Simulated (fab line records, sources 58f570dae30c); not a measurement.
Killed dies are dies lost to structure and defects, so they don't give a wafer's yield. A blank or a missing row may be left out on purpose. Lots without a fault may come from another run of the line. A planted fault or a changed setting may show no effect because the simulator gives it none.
Which tool did it? | flow berkeley_cmos170 | 7 lots, 21 wafers sampled, at 1 step of a route of 331

WHAT THE GAUGES READ, wafer by wafer
UCB170_GATE_CD_MEAS_12: target cd 350 nm.
lot  | measured     | on        | cd_nm (nm)
L556 | day 7 18:02  | cd_sem-02 | 352.6 353.3 353.9
L560 | day 8 01:47  | cd_sem-01 | 351.4 351.4 352.0
L561 | day 8 12:02  | cd_sem-01 | 350.8 349.2 349.7
L569 | day 9 14:08  | cd_sem-02 | 348.4 347.5 348.3
L570 | day 10 19:27 | cd_sem-02 | 348.6 349.0 348.0
L572 | day 10 19:43 | cd_sem-02 | 349.9 349.4 348.0
L576 | day 11 12:23 | cd_sem-02 | 352.9 352.9 352.0

WHICH TOOL RAN EACH LOT (tool, then ch and the chambers of the sampled wafers, then the start)
The record holds no process step before these readings.

THE ANSWER, worked out from the rows above alone
Rule: what is usual is taken from the lots themselves. Put in order of their means at a reading, lots are off if they are a third of the lots or fewer, leave a main group of 4 or more, and stand apart from it by a gap of 3 or more times the standard deviation of the main group's means; of several such gaps the widest counts. A main group whose means are all the same, to the digits that the tables above print for the reading, isn't used. A lot without any number at a reading at which 4 lots or more have one is off too. The other lots that the step has rows for count as sound.
No lot is off at any reading shown: from this, nothing can be told.

WHAT THE SIMULATOR HAD PUT IN
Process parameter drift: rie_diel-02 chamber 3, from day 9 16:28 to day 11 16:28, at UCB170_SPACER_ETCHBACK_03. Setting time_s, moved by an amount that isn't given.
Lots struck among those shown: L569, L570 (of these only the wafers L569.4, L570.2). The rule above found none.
